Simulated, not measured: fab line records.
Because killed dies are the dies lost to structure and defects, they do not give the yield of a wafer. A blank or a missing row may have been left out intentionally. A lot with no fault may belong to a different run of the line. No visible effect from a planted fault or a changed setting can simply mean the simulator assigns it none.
2 desks, one fault + flow berkeley cmos170 + only its own numbers are on each desk; what lay behind them is given at the end

== DESK OF THE TOOL OWNER: furnace-03 ==
The tool's own readings at UCB170_FIELD_OXIDATION_01 (target thk 558.3 nm, ox time 7200 s): means of the sampled wafers that have a number, for each lot that ran on this tool. If a lot's mean is further than 4 standard deviations from the usual mean, the lot is out of limits and carries the mark OUT (the distance appears in the brackets).
Columns: A = spike tc source C at UCB170_FIELD_OXIDATION_01, usual 1021.5 C
| lot  | first seen here | A      |
|------|-----------------|--------|
| L237 | day 5 04:16     | 1020.7 |
| L242 | day 6 07:59     | 1020.4 |
| L245 | day 6 22:50     | 1020.2 |
| L246 | day 6 22:50     | 1020.0 |
| L247 | day 6 22:50     | 1020.0 |
Finding of this desk: none of the 5 lots has anything out of limits.

== METROLOGY DESK ==
Lot by lot, what the gauges showed, no matter which tool ran the lot: averages of those sampled wafers that carry a number. If a lot's mean is further than 4 standard deviations from the usual mean, the lot is out of limits and carries the mark OUT (the distance appears in the brackets). Shown here are 7 of its 8 readings, the ones lying furthest out on some lot.
Columns: A = PFIELD_OVL at UCB170_PFIELD_OVL_MEAS_06, usual 1 nm; B = PFIELD_TW at UCB170_PFIELD_TW_MEAS_09, usual 599.2; C = FIELD_OXIDE_LEFT_1_THK at UCB170_FIELD_THK_MEAS_90, usual 443 nm; D = SACOX_OXIDE_THK at UCB170_SACOX_THK_MEAS_02, usual 14.31 nm; E = SCREENOX_OXIDE_THK at UCB170_SCREENOX_THK_MEAS_02, usual 14.39 nm; F = NVT_OVL at UCB170_NVT_OVL_MEAS_06, usual -2 nm; G = NVT_TW at UCB170_NVT_TW_MEAS_09, usual 524.0
| lot  | first seen here | A  | B     | C   | D     | E     | F  | G     |
|------|-----------------|----|-------|-----|-------|-------|----|-------|
| L235 | day 4 14:38     | -0 | 600.8 | 443 | 14.27 | 14.12 | -7 | 526.6 |
| L237 | day 5 00:38     | -0 | 601.4 | 440 | 14.56 | 14.49 | -3 | 525.4 |
| L242 | day 6 05:35     | -5 | 598.2 | 437 | 14.63 | 14.48 | -3 | 522.8 |
| L247 | day 6 20:04     | 3  | 598.7 | 447 | 14.20 | 14.36 | 2  | 523.6 |
| L246 | day 6 20:14     | 4  | 596.1 | 447 | 14.55 | 14.34 | -6 | 521.2 |
| L245 | day 6 20:16     | 1  | 602.2 | 434 | 14.05 | 14.08 | -0 | 525.7 |
| L253 | day 8 02:40     | -1 | 595.7 | 440 | 14.13 | 14.51 | 0  | 526.2 |
Finding of this desk: none of the 7 lots has anything out of limits.

== BROUGHT TOGETHER ==
The desk of the tool owner found nothing out of limits.
At the metrology desk, nothing out of limits was observed.

== WHAT WAS PUT IN BY THE SIMULATOR ==
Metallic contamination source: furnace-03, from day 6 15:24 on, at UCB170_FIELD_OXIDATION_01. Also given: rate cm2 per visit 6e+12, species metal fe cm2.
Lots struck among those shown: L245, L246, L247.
